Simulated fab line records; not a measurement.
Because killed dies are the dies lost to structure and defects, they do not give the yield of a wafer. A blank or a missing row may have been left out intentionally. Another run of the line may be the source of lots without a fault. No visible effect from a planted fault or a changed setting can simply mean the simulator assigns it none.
Struck lot and sound lot, side by side -- flow berkeley_cmos170 -- 14 steps out of a route of 331
Sound: the wafers L950.1, L950.2, L950.5. The struck wafers were L963.1, L963.3, L963.6. The cause is given at the end.
Each step with rows lists, per side, the tool, then ch with its chambers, then its first start. Under that, the readings that differ: sound wafers -- struck wafers -- difference of the means -- sigmas: that difference in standard deviations of wafers without a fault.
alike: a reading whose means differ by less than 2 such deviations, as well as words and numbers matching on both sides. not compared: withheld readings; readings where some wafer has no value; bounds like >300 that might hide an equal value; numbers whose values overlap and for which the record gives no deviation.
The two part at a step that has a row with sigmas, a row that says differs or no value, or rows on one side only. Numbers that have no deviation but don't overlap get no sigmas and don't part them. A reading that every wafer of one side lacks parts them only if that side has two wafers or more.

first, 2 steps without rows for these wafers: UCB170_SACOX_CLEAN_00 (cleans in dHF, time 7.5 s); UCB170_SACOX_OXIDATION_01 (target thk 14.4 nm, ox time 2400 s).
UCB170_SACOX_THK_MEAS_02:
  sound on film_metro-03 at day 6 21:15; struck on film_metro-02 at day 9 08:58
  alike: SACOX_OXIDE_THK
then, 2 steps without rows for these wafers: UCB170_SCREENOX_WET_ETCH_00 (etches SiO2 in dHF, time 195.1 s); UCB170_SCREENOX_OXIDATION_01 (target thk 14.4 nm, ox time 2400 s).
UCB170_SCREENOX_THK_MEAS_02:
  sound on film_metro-03 at day 7 02:51; struck on film_metro-02 at day 9 14:50
  alike: SCREENOX_OXIDE_THK
then, 6 steps without rows for these wafers: UCB170_SCREENOX_ANNEAL_03 (time 900 s); UCB170_NVT_HMDS_00 (prime time 60 s); UCB170_NVT_COAT_01 (resist thk 900 nm); UCB170_NVT_SOFTBAKE_02 (time 60 s); UCB170_NVT_EXPOSE_03 (exposes mask PWELL, target cd 3000 nm); UCB170_NVT_PEB_04.
UCB170_NVT_DEVELOP_05: develop time 45 s.
  struck on litho_track-03, day 10 00:00; sound on litho_track-01 ch 0, day 7 07:00
  no value came back on the struck wafers for chill_plate_temp_C (C), develop_time_s (s); on the sound wafers chill_plate_temp_C (C) reads 23.15 23.04 23.13
reading,sound,struck,difference,sigmas
model.KrF_of_NVT_COAT_01.thk_nm (nm),889.8 890.3 890.1,902.7 900.5 900.3,+11.1,
UCB170_NVT_OVL_MEAS_06:
  sound on overlay-02 at day 7 07:49; struck on overlay-01 at day 10 00:26
reading,sound,struck,difference,sigmas
NVT_OVL (nm),4 8 4,- - -,no value on the struck wafers,

WHERE THEY PART
Earliest at UCB170_NVT_DEVELOP_05; latest, in this record, at UCB170_NVT_OVL_MEAS_06.

WHY: the cause the simulator had injected
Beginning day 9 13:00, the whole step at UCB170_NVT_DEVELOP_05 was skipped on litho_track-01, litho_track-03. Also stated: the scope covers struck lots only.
